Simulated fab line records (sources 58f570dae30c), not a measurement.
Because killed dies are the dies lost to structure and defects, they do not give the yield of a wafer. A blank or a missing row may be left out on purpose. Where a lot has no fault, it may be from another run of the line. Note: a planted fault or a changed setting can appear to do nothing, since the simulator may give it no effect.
Matching of chambers :: flow berkeley cmos170 :: UCB170_ACTIVE_ETCH_15 on rie diel-02 has 4 sister chambers
The step etches Si3N4 in CH3F/Ar/O2, stops on SiO2, target depth 242 nm, time 151 s. 8 wafers are shown with their chamber, then 7 later ones without.

== WAFERS, EACH WITH ITS CHAMBER ==
wafer: L904.4
chamber: 0
throttle valve pct (%): 8.02
oes product au (a.u.): 0.934

wafer: L905.3
chamber: 1
throttle valve pct (%): 8.22
oes product au (a.u.): 0.965

wafer: L905.5
chamber: 3
throttle valve pct (%): 8.28
oes product au (a.u.): 0.936

wafer: L906.1
chamber: 3
throttle valve pct (%): 8.29
oes product au (a.u.): 0.944

wafer: L906.5
chamber: 2
throttle valve pct (%): 7.94
oes product au (a.u.): 0.957

wafer: L906.6
chamber: 1
throttle valve pct (%): 8.22
oes product au (a.u.): 0.966

wafer: L907.3
chamber: 2
throttle valve pct (%): 7.97
oes product au (a.u.): 0.960

wafer: L907.4
chamber: 0
throttle valve pct (%): 8.04
oes product au (a.u.): 0.926

== WAFERS MISSING THEIR CHAMBER ==
wafer: L907.6
throttle valve pct (%): 7.95
oes product au (a.u.): 0.955

wafer: L919.2
throttle valve pct (%): 8.02
oes product au (a.u.): 0.933

wafer: L919.3
throttle valve pct (%): 8.28
oes product au (a.u.): 0.942

wafer: L919.5
throttle valve pct (%): 8.22
oes product au (a.u.): 0.963

wafer: L921.1
throttle valve pct (%): 8.04
oes product au (a.u.): 0.926

wafer: L921.3
throttle valve pct (%): 8.22
oes product au (a.u.): 0.961

wafer: L921.4
throttle valve pct (%): 7.93
oes product au (a.u.): 0.956

== WHICH CHAMBER EACH ONE RAN IN ==
wafer: L907.6
from the rows above: 2
in truth: 2

wafer: L919.2
from the rows above: 0
in truth: 0

wafer: L919.3
from the rows above: 3
in truth: 3

wafer: L919.5
from the rows above: 1
in truth: 1

wafer: L921.1
from the rows above: 0
in truth: 0

wafer: L921.3
from the rows above: 1
in truth: 1

wafer: L921.4
from the rows above: 2
in truth: 2
Correctly placed: 7 of 7. Not placeable from these rows: 0. Placed wrongly: 0.
How it was worked out, from the rows above alone: a wafer's distance from a chamber is the root of the sum, over the readings, of the square of ((its reading less the chamber's mean) divided by the reading's scatter). If the next closest chamber is less than 2 further off than the closest, the wafer can't be placed; otherwise it belongs to the closest. The mean given for a chamber averages the wafers shown for that chamber. The scatter is the square root of a quotient: the sum, over the shown wafers, of each reading's squared deviation from its chamber's mean, divided by wafers minus chambers.
